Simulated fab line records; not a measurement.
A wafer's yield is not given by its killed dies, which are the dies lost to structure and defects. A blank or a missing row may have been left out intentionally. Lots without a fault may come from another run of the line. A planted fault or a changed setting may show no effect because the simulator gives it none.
Tool commonality check	flow berkeley_cmos170	Lots sampled 14, wafers sampled 42

== REASON IT WAS OPENED ==
At UCB170_ACTIVE_CD_MEAS_13 the reading cd_nm is flagged on 2 of 14 lots. Fault-free wafers read 1199.7 nm, with a standard deviation of 1.5.
Rule: a lot is flagged when every wafer of it that has a number lies more than 4 standard deviations from that mean, or none has a number. The other lots count as sound.

lot	measured	on	cd_nm (nm), wafer by wafer	flag
L918	day 3 22:25	cd_sem-01	1200.6 1200.5 1200.7	
L920	day 4 22:23	cd_sem-01	1201.7 1199.5 1199.7	
L921	day 5 01:04	cd_sem-02	1201.4 1198.7 1199.7	
L923	day 5 07:00	cd_sem-01	1198.1 1198.7 1199.0	
L924	day 5 13:12	cd_sem-01	1199.4 1200.0 1199.8	
L926	day 5 22:08	cd_sem-01	1173.2 1173.1 1172.7	FLAGGED
L925	day 5 22:25	cd_sem-01	1175.1 1174.7 1175.0	FLAGGED
L928	day 6 07:21	cd_sem-02	1201.2 1202.4 1202.0	
L935	day 7 19:13	cd_sem-02	1194.4 1194.8 1195.9	
L936	day 7 19:29	cd_sem-02	1198.4 1198.5 1198.6	
L938	day 8 09:07	cd_sem-02	1200.0 1199.8 1200.4	
L939	day 8 19:44	cd_sem-02	1198.3 1198.5 1197.7	
L940	day 9 04:38	cd_sem-01	1201.8 1200.9 1201.3	
L941	day 9 11:24	cd_sem-01	1200.6 1201.3 1200.6	
The numbers of the flagged lots are 1174.0 nm on average: -25.7 nm against the usual, or -17 standard deviations.

== EACH LOT AND THE TOOL IT RAN ON ==
Before the reading, the record contains 2 process steps out of a 331-step route. Each cell gives the tool, then ch followed by the chambers the sampled wafers passed through, then the start.
lot	flag	UCB170_PWELL_ETCH_14	UCB170_ACTIVE_PEB_11
L918		rie_diel-04 ch 1,2,3, day 2 19:15	litho_track-02 ch 0, day 3 22:09
L920		rie_diel-04 ch 0,2,3, day 3 12:13	litho_track-02 ch 0, day 4 22:07
L921		rie_diel-01 ch 0,1,2, day 3 18:12	litho_track-02 ch 0, day 5 00:47
L923		rie_diel-02 ch 0,2,3, day 4 01:16	litho_track-02 ch 0, day 5 06:44
L924		rie_diel-04 ch 0,1,2, day 4 08:49	litho_track-02 ch 0, day 5 12:56
L926	FLAGGED	rie_diel-01 ch 0,1, day 4 22:06	litho_track-02 ch 0, day 5 21:52
L925	FLAGGED	rie_diel-04 ch 0,1, day 4 22:11	litho_track-02 ch 0, day 5 22:08
L928		rie_diel-01 ch 0,1,3, day 5 05:14	litho_track-03 ch 0, day 6 07:01
L935		rie_diel-04 ch 0,2,3, day 6 14:25	litho_track-01 ch 0, day 7 18:56
L936		rie_diel-02 ch 0,1,3, day 6 14:50	litho_track-03 ch 0, day 7 19:13
L938		rie_diel-02 ch 0,1,3, day 7 03:19	litho_track-03 ch 0, day 8 08:50
L939		rie_diel-01 ch 2,3, day 7 09:25	litho_track-02 ch 0, day 8 19:27
L940		rie_diel-04 ch 0,2, day 7 14:59	litho_track-02 ch 0, day 9 04:23
L941		rie_diel-01 ch 0,1,2, day 7 23:32	litho_track-02 ch 0, day 9 11:07
These steps, and what they do:
- UCB170_PWELL_ETCH_14: etches Si3N4 in CH3F/Ar/O2, stops on SiO2, target depth 242 nm, time 151 s.
- UCB170_ACTIVE_PEB_11
- UCB170_ACTIVE_CD_MEAS_13: target cd 1200 nm.

== FLAGGED AGAINST TOTAL, ONE TOOL AT A TIME (gauges that did the reading follow at the end) ==
step	tool	lots run	flagged	share of the flagged lots	sound lots run after its first flagged lot
UCB170_PWELL_ETCH_14	rie_diel-01	5	1	some	3 (L928,L939,L941)
UCB170_PWELL_ETCH_14	rie_diel-02	3	0	none	-
UCB170_PWELL_ETCH_14	rie_diel-04	6	1	some	2 (L935,L940)
UCB170_ACTIVE_PEB_11	litho_track-01	1	0	none	-
UCB170_ACTIVE_PEB_11	litho_track-02	10	2	all	3 (L939,L940,L941)
UCB170_ACTIVE_PEB_11	litho_track-03	3	0	none	-
UCB170_ACTIVE_CD_MEAS_13	cd_sem-01	8	2	all	2 (L940,L941)
UCB170_ACTIVE_CD_MEAS_13	cd_sem-02	6	0	none	-

== WHAT THE TABLE ALLOWS ==
2 rows of the table ran every flagged lot: litho_track-02 at UCB170_ACTIVE_PEB_11, cd_sem-01 at UCB170_ACTIVE_CD_MEAS_13.
- litho_track-02 at UCB170_ACTIVE_PEB_11: 2 of its 10 lots flagged. Sound lots followed the first flagged one (L939, L940, L941) on it, something a lasting fault affecting the whole tool could not allow. Its own readings (heater_power_total_W, plate_temp_C) fall more than 4 standard deviations out on all wafers of the flagged lots.
- cd_sem-01 at UCB170_ACTIVE_CD_MEAS_13: 2 of its 8 lots flagged. Sound lots followed the first flagged one (L940, L941) on it, something a lasting fault affecting the whole tool could not allow.
Every row of the table either missed a flagged lot or ran a sound lot after the first.

== WHAT WAS PUT IN BY THE SIMULATOR ==
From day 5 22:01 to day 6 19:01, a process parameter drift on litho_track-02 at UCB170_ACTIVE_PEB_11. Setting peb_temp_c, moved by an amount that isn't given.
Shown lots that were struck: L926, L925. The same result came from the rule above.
